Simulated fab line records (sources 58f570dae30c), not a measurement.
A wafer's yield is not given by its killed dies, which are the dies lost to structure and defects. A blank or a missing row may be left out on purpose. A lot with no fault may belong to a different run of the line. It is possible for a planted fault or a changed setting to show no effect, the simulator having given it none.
A sampling plan put to the test / flow berkeley cmos170 / each of the 38 faults these records tell of, on one fab line, judged from the records of the lots it struck
The plan is the line's own looks: the steps of the route at which a gauge or an inspection reads the wafer and doesn't change it. A look can be judged if struck wafers have a number there and the file gives its usual mean and standard deviation on fault-free wafers. Caught: the struck wafers' mean, at a look after the fault's first step, is 4 or more of those standard deviations (sigma) away from the usual mean. On the tool: here the same test is run on the tool's own readings at the fault's steps. A different recipe on the struck wafers counts as caught too, as does a record blank only for those wafers.

THE FAULTS, as the simulator had put them in
1. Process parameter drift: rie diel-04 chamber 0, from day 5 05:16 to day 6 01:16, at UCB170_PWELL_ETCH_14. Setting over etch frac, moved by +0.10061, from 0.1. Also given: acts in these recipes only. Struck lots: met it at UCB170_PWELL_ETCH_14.
2. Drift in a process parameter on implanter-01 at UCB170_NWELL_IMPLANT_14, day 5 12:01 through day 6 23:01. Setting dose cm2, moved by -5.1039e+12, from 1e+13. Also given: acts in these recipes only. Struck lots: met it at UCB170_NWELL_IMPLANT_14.
3. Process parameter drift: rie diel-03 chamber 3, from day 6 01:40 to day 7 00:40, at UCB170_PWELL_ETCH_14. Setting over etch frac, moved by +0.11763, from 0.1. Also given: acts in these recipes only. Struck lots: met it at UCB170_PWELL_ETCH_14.
4. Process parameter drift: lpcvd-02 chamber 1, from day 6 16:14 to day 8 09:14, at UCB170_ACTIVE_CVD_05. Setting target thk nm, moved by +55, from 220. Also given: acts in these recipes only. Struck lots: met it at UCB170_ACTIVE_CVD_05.
5. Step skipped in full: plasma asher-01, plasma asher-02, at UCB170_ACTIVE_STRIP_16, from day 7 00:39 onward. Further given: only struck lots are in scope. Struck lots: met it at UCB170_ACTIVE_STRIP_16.
6. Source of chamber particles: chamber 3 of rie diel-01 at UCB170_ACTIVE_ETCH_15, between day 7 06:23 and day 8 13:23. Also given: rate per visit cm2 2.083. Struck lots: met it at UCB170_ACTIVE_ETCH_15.
7. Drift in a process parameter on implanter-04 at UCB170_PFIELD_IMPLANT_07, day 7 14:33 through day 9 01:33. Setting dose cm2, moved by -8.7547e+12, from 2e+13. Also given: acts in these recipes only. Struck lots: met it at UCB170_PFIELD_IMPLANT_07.
8. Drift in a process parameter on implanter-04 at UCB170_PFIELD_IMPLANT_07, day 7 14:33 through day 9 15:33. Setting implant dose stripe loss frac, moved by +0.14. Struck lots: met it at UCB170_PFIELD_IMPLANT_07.
9. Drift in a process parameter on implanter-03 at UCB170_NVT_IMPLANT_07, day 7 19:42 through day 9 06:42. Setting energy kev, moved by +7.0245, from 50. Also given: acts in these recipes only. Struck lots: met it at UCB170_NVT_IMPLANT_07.
10. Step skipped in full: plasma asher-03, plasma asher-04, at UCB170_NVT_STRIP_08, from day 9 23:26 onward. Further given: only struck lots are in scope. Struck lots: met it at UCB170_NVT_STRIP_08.
11. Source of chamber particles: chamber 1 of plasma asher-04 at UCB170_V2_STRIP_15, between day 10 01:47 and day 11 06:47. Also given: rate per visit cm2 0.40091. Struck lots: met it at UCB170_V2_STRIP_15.
12. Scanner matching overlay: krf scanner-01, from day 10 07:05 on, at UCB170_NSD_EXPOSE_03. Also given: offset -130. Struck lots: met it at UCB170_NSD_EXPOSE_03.
13. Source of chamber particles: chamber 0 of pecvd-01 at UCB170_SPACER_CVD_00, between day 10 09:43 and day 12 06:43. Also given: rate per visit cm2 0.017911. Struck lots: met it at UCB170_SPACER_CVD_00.
14. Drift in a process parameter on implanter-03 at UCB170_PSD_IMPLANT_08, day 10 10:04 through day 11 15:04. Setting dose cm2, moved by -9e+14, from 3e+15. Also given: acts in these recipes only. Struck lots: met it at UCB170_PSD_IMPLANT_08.
15. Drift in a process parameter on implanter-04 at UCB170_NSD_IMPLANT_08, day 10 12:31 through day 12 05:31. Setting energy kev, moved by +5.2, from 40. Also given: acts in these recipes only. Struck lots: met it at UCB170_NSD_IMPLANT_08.
16. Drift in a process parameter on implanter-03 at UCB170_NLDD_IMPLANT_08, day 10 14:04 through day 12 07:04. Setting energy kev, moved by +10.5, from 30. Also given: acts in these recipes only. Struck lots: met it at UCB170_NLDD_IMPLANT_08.
17. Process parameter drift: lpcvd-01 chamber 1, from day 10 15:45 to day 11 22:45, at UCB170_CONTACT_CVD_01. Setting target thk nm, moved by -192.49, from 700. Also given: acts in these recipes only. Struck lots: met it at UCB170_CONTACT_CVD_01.
18. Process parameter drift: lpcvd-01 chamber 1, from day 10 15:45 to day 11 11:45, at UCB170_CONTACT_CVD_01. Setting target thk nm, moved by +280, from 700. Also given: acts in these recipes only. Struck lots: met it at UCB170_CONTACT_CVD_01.
19. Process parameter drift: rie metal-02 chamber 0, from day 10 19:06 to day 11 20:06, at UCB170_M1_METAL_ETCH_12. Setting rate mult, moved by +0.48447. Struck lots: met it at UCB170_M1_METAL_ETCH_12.
20. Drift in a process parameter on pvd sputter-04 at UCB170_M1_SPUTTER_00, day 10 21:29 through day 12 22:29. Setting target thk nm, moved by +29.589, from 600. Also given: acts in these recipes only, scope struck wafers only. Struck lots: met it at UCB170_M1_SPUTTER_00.
21. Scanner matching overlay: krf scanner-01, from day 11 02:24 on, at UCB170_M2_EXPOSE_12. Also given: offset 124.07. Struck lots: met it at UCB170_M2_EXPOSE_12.
22. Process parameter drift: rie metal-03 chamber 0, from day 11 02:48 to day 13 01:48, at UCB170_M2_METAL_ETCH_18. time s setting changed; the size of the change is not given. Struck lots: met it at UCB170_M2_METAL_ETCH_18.
23. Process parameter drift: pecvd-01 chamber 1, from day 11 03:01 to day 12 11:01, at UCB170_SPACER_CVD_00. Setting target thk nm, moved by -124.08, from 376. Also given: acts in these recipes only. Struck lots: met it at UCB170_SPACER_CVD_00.
24. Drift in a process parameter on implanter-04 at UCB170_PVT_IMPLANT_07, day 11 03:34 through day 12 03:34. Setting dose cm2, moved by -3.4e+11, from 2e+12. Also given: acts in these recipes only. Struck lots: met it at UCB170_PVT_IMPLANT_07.
25. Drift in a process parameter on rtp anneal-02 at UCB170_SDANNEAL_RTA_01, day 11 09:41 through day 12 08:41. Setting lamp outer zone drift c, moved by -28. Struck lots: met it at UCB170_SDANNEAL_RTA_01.
26. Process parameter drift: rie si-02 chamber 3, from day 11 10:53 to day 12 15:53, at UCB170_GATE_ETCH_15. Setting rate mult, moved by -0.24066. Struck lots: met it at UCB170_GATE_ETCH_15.
27. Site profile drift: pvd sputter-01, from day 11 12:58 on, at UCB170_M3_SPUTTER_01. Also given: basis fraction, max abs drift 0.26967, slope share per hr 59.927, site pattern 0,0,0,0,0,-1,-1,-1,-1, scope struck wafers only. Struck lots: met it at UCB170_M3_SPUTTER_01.
28. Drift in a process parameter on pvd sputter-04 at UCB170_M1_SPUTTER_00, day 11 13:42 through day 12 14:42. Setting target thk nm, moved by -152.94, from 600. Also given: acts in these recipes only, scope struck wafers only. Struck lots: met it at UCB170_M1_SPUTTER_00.
29. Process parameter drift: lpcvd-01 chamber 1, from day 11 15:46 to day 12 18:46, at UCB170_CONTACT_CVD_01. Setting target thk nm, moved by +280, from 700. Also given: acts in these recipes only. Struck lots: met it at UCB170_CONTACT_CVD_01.
30. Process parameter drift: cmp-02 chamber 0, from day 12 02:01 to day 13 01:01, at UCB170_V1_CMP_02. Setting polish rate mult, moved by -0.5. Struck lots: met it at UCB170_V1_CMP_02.
31. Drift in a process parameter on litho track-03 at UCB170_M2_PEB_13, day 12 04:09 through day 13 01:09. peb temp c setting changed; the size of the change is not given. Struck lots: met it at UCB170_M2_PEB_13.
32. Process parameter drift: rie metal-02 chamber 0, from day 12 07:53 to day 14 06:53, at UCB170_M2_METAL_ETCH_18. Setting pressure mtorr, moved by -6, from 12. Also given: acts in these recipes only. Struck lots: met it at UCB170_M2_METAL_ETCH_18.
33. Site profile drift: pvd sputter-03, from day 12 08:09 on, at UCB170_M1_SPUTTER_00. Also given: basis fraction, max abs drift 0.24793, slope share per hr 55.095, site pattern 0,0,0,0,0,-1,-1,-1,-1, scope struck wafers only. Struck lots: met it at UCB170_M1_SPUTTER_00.
34. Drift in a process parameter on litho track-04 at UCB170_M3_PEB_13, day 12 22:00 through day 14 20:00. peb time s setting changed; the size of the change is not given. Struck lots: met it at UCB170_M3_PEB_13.
35. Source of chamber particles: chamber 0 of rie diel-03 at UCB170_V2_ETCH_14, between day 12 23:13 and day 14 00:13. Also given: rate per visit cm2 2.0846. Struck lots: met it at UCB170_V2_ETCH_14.
36. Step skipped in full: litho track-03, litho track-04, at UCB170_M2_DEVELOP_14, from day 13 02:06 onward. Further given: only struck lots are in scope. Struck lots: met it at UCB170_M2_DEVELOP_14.
37. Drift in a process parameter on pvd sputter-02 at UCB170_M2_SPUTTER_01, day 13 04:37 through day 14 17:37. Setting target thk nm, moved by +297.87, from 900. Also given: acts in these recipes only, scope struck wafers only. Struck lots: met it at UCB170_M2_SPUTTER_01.
38. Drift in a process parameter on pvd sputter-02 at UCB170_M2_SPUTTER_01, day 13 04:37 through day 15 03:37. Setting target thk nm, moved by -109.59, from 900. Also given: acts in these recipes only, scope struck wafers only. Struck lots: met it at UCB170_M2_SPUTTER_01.

WHAT THE PLAN SAW
fault=1; on the tool itself=under 2 sigma; first look that catches it=not the one look that can be judged after it; reading, sigma=-; median hours from its first step to that look=-; hours from the fault's start to the first struck lot there=-; judged looks passed uncaught=1
fault=2; on the tool itself=dose ions cm2 -99 or beyond sigma; first look that catches it=UCB170_NWELL_TW_MEAS_16; reading, sigma=NWELL_TW -37; median hours from its first step to that look=0.2; hours from the fault's start to the first struck lot there=5; judged looks passed uncaught=0
fault=3; on the tool itself=only faintly: oes product au -3.4 sigma; first look that catches it=not the one look that can be judged after it; reading, sigma=-; median hours from its first step to that look=-; hours from the fault's start to the first struck lot there=-; judged looks passed uncaught=1
fault=4; on the tool itself=under 2 sigma; first look that catches it=UCB170_ACTIVE_THK_MEAS_06; reading, sigma=ACTIVE_NITRIDE_THK +23; median hours from its first step to that look=1.9; hours from the fault's start to the first struck lot there=7; judged looks passed uncaught=0
fault=5; on the tool itself=the tool's record is blank for the struck wafers; first look that catches it=UCB170_PFIELD_TW_MEAS_09; reading, sigma=PFIELD_TW -99 or beyond; median hours from its first step to that look=3.2; hours from the fault's start to the first struck lot there=4; judged looks passed uncaught=0
fault=6; on the tool itself=under 2 sigma; first look that catches it=no look after it can be judged; reading, sigma=-; median hours from its first step to that look=-; hours from the fault's start to the first struck lot there=-; judged looks passed uncaught=0
fault=7; on the tool itself=dose ions cm2 -99 or beyond sigma; first look that catches it=UCB170_PFIELD_TW_MEAS_09; reading, sigma=PFIELD_TW -31; median hours from its first step to that look=0.2; hours from the fault's start to the first struck lot there=1; judged looks passed uncaught=0
fault=8; on the tool itself=under 2 sigma; first look that catches it=none of the 7 looks that can be judged after it; reading, sigma=strongest: PFIELD_TW at UCB170_PFIELD_TW_MEAS_09, -2.5; median hours from its first step to that look=-; hours from the fault's start to the first struck lot there=-; judged looks passed uncaught=7
fault=9; on the tool itself=beam energy keV +99 or beyond sigma; first look that catches it=UCB170_NVT_TW_MEAS_09; reading, sigma=NVT_TW +6.5; median hours from its first step to that look=0.2; hours from the fault's start to the first struck lot there=18; judged looks passed uncaught=0
fault=10; on the tool itself=the tool's record is blank for the struck wafers; first look that catches it=UCB170_PVT_TW_MEAS_09; reading, sigma=PVT_TW -99 or beyond; median hours from its first step to that look=1.6; hours from the fault's start to the first struck lot there=2; judged looks passed uncaught=0
fault=11; on the tool itself=under 2 sigma; first look that catches it=none of the 7 looks that can be judged after it; reading, sigma=-; median hours from its first step to that look=-; hours from the fault's start to the first struck lot there=-; judged looks passed uncaught=7
fault=12; on the tool itself=no reading that can be judged; first look that catches it=UCB170_NSD_OVL_MEAS_07; reading, sigma=NSD_OVL -23; median hours from its first step to that look=0.8; hours from the fault's start to the first struck lot there=1; judged looks passed uncaught=0
fault=13; on the tool itself=under 2 sigma; first look that catches it=none of the 7 looks that can be judged after it; reading, sigma=-; median hours from its first step to that look=-; hours from the fault's start to the first struck lot there=-; judged looks passed uncaught=7
fault=14; on the tool itself=dose ions cm2 -99 or beyond sigma; first look that catches it=UCB170_PSD_TW_MEAS_10; reading, sigma=PSD_TW -16; median hours from its first step to that look=0.2; hours from the fault's start to the first struck lot there=4; judged looks passed uncaught=0
fault=15; on the tool itself=beam energy keV +99 or beyond sigma; first look that catches it=UCB170_SDANNEAL_RS_MEAS_03; reading, sigma=NSD_RS -16; median hours from its first step to that look=1.8; hours from the fault's start to the first struck lot there=6; judged looks passed uncaught=1
fault=16; on the tool itself=beam energy keV +99 or beyond sigma; first look that catches it=UCB170_NLDD_TW_MEAS_11; reading, sigma=NLDD_TW +6.2; median hours from its first step to that look=0.4; hours from the fault's start to the first struck lot there=8; judged looks passed uncaught=0
fault=17; on the tool itself=under 2 sigma; first look that catches it=UCB170_CONTACT_THK_MEAS_02; reading, sigma=CONTACT_PSG_THK -36; median hours from its first step to that look=2.7; hours from the fault's start to the first struck lot there=7; judged looks passed uncaught=0
fault=18; on the tool itself=under 2 sigma; first look that catches it=UCB170_CONTACT_THK_MEAS_02; reading, sigma=CONTACT_PSG_THK +52; median hours from its first step to that look=2.7; hours from the fault's start to the first struck lot there=7; judged looks passed uncaught=0
fault=19; on the tool itself=under 2 sigma; first look that catches it=UCB170_M1_CD_MEAS_90; reading, sigma=cd nm -6.6; median hours from its first step to that look=0.2; hours from the fault's start to the first struck lot there=1; judged looks passed uncaught=0
fault=20; on the tool itself=under 2 sigma; first look that catches it=UCB170_M1_RS_MEAS_01; reading, sigma=M1_AL_RS -4.1; median hours from its first step to that look=0.1; hours from the fault's start to the first struck lot there=4; judged looks passed uncaught=0
fault=21; on the tool itself=under 2 sigma; first look that catches it=UCB170_M2_OVL_MEAS_16; reading, sigma=M2_OVL +21; median hours from its first step to that look=1.3; hours from the fault's start to the first struck lot there=3; judged looks passed uncaught=0
fault=22; on the tool itself=run length s -99 or beyond sigma; first look that catches it=UCB170_M2_CD_MEAS_90; reading, sigma=cd nm +5.8; median hours from its first step to that look=0.3; hours from the fault's start to the first struck lot there=3; judged looks passed uncaught=0
fault=23; on the tool itself=under 2 sigma; first look that catches it=UCB170_SPACER_THK_MEAS_01; reading, sigma=SPACER_TEOS_THK -28; median hours from its first step to that look=0.0; hours from the fault's start to the first struck lot there=4; judged looks passed uncaught=0
fault=24; on the tool itself=dose ions cm2 -99 or beyond sigma; first look that catches it=UCB170_PVT_TW_MEAS_09; reading, sigma=PVT_TW -11; median hours from its first step to that look=0.2; hours from the fault's start to the first struck lot there=1; judged looks passed uncaught=0
fault=25; on the tool itself=under 2 sigma; first look that catches it=UCB170_SDANNEAL_RS_MEAS_02; reading, sigma=PSD_RS +24; median hours from its first step to that look=0.1; hours from the fault's start to the first struck lot there=0; judged looks passed uncaught=0
fault=26; on the tool itself=under 2 sigma; first look that catches it=no look after it can be judged; reading, sigma=-; median hours from its first step to that look=-; hours from the fault's start to the first struck lot there=-; judged looks passed uncaught=0
fault=27; on the tool itself=under 2 sigma; first look that catches it=UCB170_M3_RS_MEAS_02; reading, sigma=M3_AL_RS +14; median hours from its first step to that look=0.1; hours from the fault's start to the first struck lot there=5; judged looks passed uncaught=0
fault=28; on the tool itself=under 2 sigma; first look that catches it=UCB170_M1_RS_MEAS_01; reading, sigma=M1_AL_RS +27; median hours from its first step to that look=0.1; hours from the fault's start to the first struck lot there=12; judged looks passed uncaught=0
fault=29; on the tool itself=under 2 sigma; first look that catches it=UCB170_CONTACT_THK_MEAS_02; reading, sigma=CONTACT_PSG_THK +52; median hours from its first step to that look=1.8; hours from the fault's start to the first struck lot there=18; judged looks passed uncaught=0
fault=30; on the tool itself=under 2 sigma; first look that catches it=UCB170_V1_THK_MEAS_04; reading, sigma=V1_POLISHED_THK +99 or beyond; median hours from its first step to that look=0.4; hours from the fault's start to the first struck lot there=15; judged looks passed uncaught=0
fault=31; on the tool itself=heater power total W -99 or beyond sigma; first look that catches it=UCB170_M2_CD_MEAS_15; reading, sigma=cd nm +99 or beyond; median hours from its first step to that look=0.3; hours from the fault's start to the first struck lot there=0; judged looks passed uncaught=0
fault=32; on the tool itself=chamber pressure mTorr -99 or beyond sigma; first look that catches it=no look after it can be judged; reading, sigma=-; median hours from its first step to that look=-; hours from the fault's start to the first struck lot there=-; judged looks passed uncaught=0
fault=33; on the tool itself=under 2 sigma; first look that catches it=UCB170_M1_RS_MEAS_01; reading, sigma=M1_AL_RS +13; median hours from its first step to that look=0.1; hours from the fault's start to the first struck lot there=15; judged looks passed uncaught=0
fault=34; on the tool itself=heater power total W +44 sigma; first look that catches it=UCB170_M3_CD_MEAS_15; reading, sigma=cd nm +4.7; median hours from its first step to that look=0.3; hours from the fault's start to the first struck lot there=6; judged looks passed uncaught=0
fault=35; on the tool itself=under 2 sigma; first look that catches it=no look after it can be judged; reading, sigma=-; median hours from its first step to that look=-; hours from the fault's start to the first struck lot there=-; judged looks passed uncaught=0
fault=36; on the tool itself=no reading that can be judged; first look that catches it=no look after it can be judged; reading, sigma=-; median hours from its first step to that look=-; hours from the fault's start to the first struck lot there=-; judged looks passed uncaught=0
fault=37; on the tool itself=under 2 sigma; first look that catches it=UCB170_M2_RS_MEAS_02; reading, sigma=M2_AL_RS -23; median hours from its first step to that look=0.1; hours from the fault's start to the first struck lot there=22; judged looks passed uncaught=0
fault=38; on the tool itself=under 2 sigma; first look that catches it=UCB170_M2_RS_MEAS_02; reading, sigma=M2_AL_RS +12; median hours from its first step to that look=0.1; hours from the fault's start to the first struck lot there=1; judged looks passed uncaught=0
A dash: the fault isn't caught, or these records don't give the number.

Caught at a look: 28 of 38. Caught on the tool: 13 of 38. By one or the other: 29 of 38.
Caught on the tool alone: fault 32.
Caught at a look alone: faults 4, 12, 17, 18, 19, 20, 21, 23, 25, 27, 28, 29, 30, 33, 37, 38.
Caught by neither: faults 1, 3, 6, 8, 11, 13, 26, 35, 36.

THINNER SAMPLING
Were the look that catches a fault to measure just every second or every third lot (counted by lot number), the first struck lot would, at worst, be measured this late:
fault=2; struck lots at that look, in order of time=L625, L629; every lot=5 h; every second lot=may miss all 2; every third lot=may miss all 2
fault=4; struck lots at that look, in order of time=L371, L372, L374, L373; every lot=7 h; every second lot=7 h; every third lot=19 h
fault=5; struck lots at that look, in order of time=L527, L532; every lot=4 h; every second lot=14 h; every third lot=may miss all 2
fault=7; struck lots at that look, in order of time=L998, L102; every lot=1 h; every second lot=may miss all 2; every third lot=may miss all 2
fault=9; struck lots at that look, in order of time=L338, L340; every lot=18 h; every second lot=may miss all 2; every third lot=may miss all 2
fault=10; struck lots at that look, in order of time=L844, L845; every lot=2 h; every second lot=2 h; every third lot=may miss all 2
fault=12; struck lots at that look, in order of time=L178, L181, L183, L187; every lot=1 h; every second lot=1 h; every third lot=may miss all 4
fault=14; struck lots at that look, in order of time=L619, L620, L624; every lot=4 h; every second lot=4 h; every third lot=20 h
fault=15; struck lots at that look, in order of time=L426, L428; every lot=6 h; every second lot=may miss all 2; every third lot=may miss all 2
fault=16; struck lots at that look, in order of time=L887, L894; every lot=8 h; every second lot=39 h; every third lot=may miss all 2
fault=17; struck lots at that look, in order of time=L507, L508, L511; every lot=7 h; every second lot=7 h; every third lot=may miss all 3
fault=18; struck lots at that look, in order of time=L108, L109; every lot=7 h; every second lot=7 h; every third lot=may miss all 2
fault=19; struck lots at that look, in order of time=L454, L459; every lot=1 h; every second lot=25 h; every third lot=may miss all 2
fault=20; struck lots at that look, in order of time=L810, L817; every lot=4 h; every second lot=29 h; every third lot=may miss all 2
fault=21; struck lots at that look, in order of time=L110, L108, L115; every lot=3 h; every second lot=26 h; every third lot=26 h
fault=22; struck lots at that look, in order of time=L717, L720; every lot=3 h; every second lot=26 h; every third lot=may miss all 2
fault=23; struck lots at that look, in order of time=L148, L150; every lot=4 h; every second lot=may miss all 2; every third lot=may miss all 2
fault=24; struck lots at that look, in order of time=L480, L485; every lot=1 h; every second lot=21 h; every third lot=may miss all 2
fault=25; struck lots at that look, in order of time=L849, L848; every lot=0 h; every second lot=1 h; every third lot=may miss all 2
fault=27; struck lots at that look, in order of time=L984, L986; every lot=5 h; every second lot=may miss all 2; every third lot=may miss all 2
fault=28; struck lots at that look, in order of time=L387, L388; every lot=12 h; every second lot=23 h; every third lot=may miss all 2
fault=29; struck lots at that look, in order of time=L849; every lot=18 h; every second lot=may miss it; every third lot=may miss it
fault=30; struck lots at that look, in order of time=L464; every lot=15 h; every second lot=may miss it; every third lot=may miss it
fault=31; struck lots at that look, in order of time=L100, L999, L102; every lot=0 h; every second lot=0 h; every third lot=may miss all 3
fault=33; struck lots at that look, in order of time=L878, L880; every lot=15 h; every second lot=may miss all 2; every third lot=may miss all 2
fault=34; struck lots at that look, in order of time=L967, L968; every lot=6 h; every second lot=20 h; every third lot=may miss all 2
fault=37; struck lots at that look, in order of time=L385; every lot=22 h; every second lot=may miss it; every third lot=may miss it
fault=38; struck lots at that look, in order of time=L625, L627; every lot=1 h; every second lot=may miss all 2; every third lot=may miss all 2
The hour figures run from when the fault began to the first measured lot among those it struck. Since the struck wafers were tested as one group against 4 sigma, a single lot by itself may lie under the limit. Other struck lots may not be in these records.

THE LONGEST TIMED WAY FROM STEP TO LOOK
Fault 5: the median time between UCB170_ACTIVE_STRIP_16 and UCB170_PFIELD_TW_MEAS_09 is 3.2 hours. No look between them can be judged.
